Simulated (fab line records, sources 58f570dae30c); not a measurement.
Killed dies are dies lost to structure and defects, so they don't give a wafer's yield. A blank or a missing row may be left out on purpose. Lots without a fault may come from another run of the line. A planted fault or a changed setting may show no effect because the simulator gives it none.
A struck lot beside a sound one | flow berkeley_cmos170 | 15 steps out of a route of 331
Sound: wafers L332.2, L332.5, L332.6. Struck: wafers L345.1, L345.3, L345.4. The cause comes at the end.
At each step with rows: each side's tool, then ch and its chambers, then its first start. Under that, the readings that differ: sound wafers | struck wafers | difference of the means | sigmas: that difference in standard deviations of wafers without a fault.
alike: readings whose means differ by less than 2 such deviations, and words and numbers that are the same on both sides. not compared: withheld readings, readings that some wafer has no value for, bounds like >300 that may hide the same value, and numbers for which the record gives no deviation and whose values overlap.
The two part at a step that has a row with sigmas, a row that says differs or no value, or rows on one side only. Numbers that don't overlap but have no deviation are shown without sigmas and don't part them. A reading that every wafer of one side lacks parts them only if that side has two wafers or more.

first, 2 steps without rows for these wafers: UCB170_NVT_PEB_04; UCB170_NVT_DEVELOP_05 (develop time 45 s).
UCB170_NVT_OVL_MEAS_06:
  sound on overlay-01, day 7 02:55; struck on overlay-01, day 9 11:15
  reading      | sound   | struck     | difference | sigmas
  NVT_OVL (nm) | 4 13 11 | -10 -3 -12 | -18        | -3
then, 1 step without rows for these wafers: UCB170_NVT_IMPLANT_07.
UCB170_NVT_STRIP_08: strips in O2.
  sound on plasma_asher-03 ch 0,1, day 7 03:06; struck on plasma_asher-03 ch 0,1, day 9 11:26
  alike: drypump_motor_current_A, oes_product_au, strip_time_to_endpoint_s
  not compared: rf_hours_counter_h
UCB170_NVT_TW_MEAS_09:
  sound on film_metro-02, day 7 03:13; struck on film_metro-01, day 9 11:32
  alike: NVT_TW
then, 6 steps without rows for these wafers: UCB170_NVT_CLEAN_10 (cleans in SPM, time 600 s); UCB170_PVT_HMDS_00 (prime time 60 s); UCB170_PVT_COAT_01 (resist thk 900 nm); UCB170_PVT_SOFTBAKE_02 (time 60 s); UCB170_PVT_EXPOSE_03 (exposes mask NWELL, target cd 3000 nm); UCB170_PVT_PEB_04.
UCB170_PVT_DEVELOP_05: develop time 45 s.
  sound on litho_track-04 ch 0, day 7 06:00; struck on litho_track-04 ch 0, day 9 13:00
  reading              | sound             | struck            | difference | sigmas
  developer_temp_C (C) | 20.87 21.13 21.05 | 18.87 19.04 19.15 | -2.00      | -18
UCB170_PVT_OVL_MEAS_06:
  sound on overlay-02, day 7 06:46; struck on overlay-01, day 9 13:35
  alike: PVT_OVL
UCB170_M3_PROBE_99:
  the record has rows for the sound wafers here (prober-02, day 9 08:34) and none for the struck ones

WHERE THEY PART
First at UCB170_NVT_OVL_MEAS_06; last, within this record, at UCB170_M3_PROBE_99.

WHY: what the simulator had put in
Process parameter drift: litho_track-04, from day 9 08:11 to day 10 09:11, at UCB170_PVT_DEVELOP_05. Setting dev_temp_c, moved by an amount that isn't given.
